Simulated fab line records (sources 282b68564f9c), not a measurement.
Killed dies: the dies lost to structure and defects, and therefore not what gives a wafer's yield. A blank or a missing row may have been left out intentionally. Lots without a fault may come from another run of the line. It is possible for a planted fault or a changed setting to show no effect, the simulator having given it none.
One fault seen from 2 desks ; flow ritCmos ; every desk sees just its own numbers, and what lay behind them comes last

## TOOL OWNER'S DESK, pecvd-01
The tool's own readings at RIT_CONTACT_CVD_00 (deposits SiO2 from TEOS, target thk 400 nm, time 61 s): means of the sampled wafers that have a number, for each lot that ran on this tool. If a lot's mean is further than 4 standard deviations from the usual mean, the lot is out of limits and carries the mark OUT (the distance appears in the brackets).
Columns: A = heaterPowerW at RIT_CONTACT_CVD_00, usual 320 W
lot;first seen here;A
L273;day 3 15:20;346
L279;day 4 21:34;324
Result from this desk: across the 2 lots, nothing is out of limits.

## FROM THE METROLOGY DESK
What the gauges read for every lot (on any tool): the sampled wafers with a number, averaged. If a lot's mean is further than 4 standard deviations from the usual mean, the lot is out of limits and carries the mark OUT (the distance appears in the brackets).
Columns: A = CONTACT_TEOS_THK at RIT_CONTACT_THK_MEAS_01, usual 399 nm
lot;first seen here;A
L271;day 3 09:11;396
L272;day 3 11:46;402
L273;day 3 15:23;398
L275;day 3 23:32;391
L279;day 4 21:37;382
L284;day 5 20:49;394
L286;day 6 10:31;396
L287;day 6 18:53;396
L289;day 7 07:01;402
L290;day 7 08:57;401
L292;day 7 20:50;399
L293;day 8 01:56;397
Result from this desk: across the 12 lots, nothing is out of limits.

## TAKEN TOGETHER
The desk of the tool owner found nothing out of limits.
The metrology desk saw nothing out of limits.

## WHAT THE SIMULATOR PUT IN
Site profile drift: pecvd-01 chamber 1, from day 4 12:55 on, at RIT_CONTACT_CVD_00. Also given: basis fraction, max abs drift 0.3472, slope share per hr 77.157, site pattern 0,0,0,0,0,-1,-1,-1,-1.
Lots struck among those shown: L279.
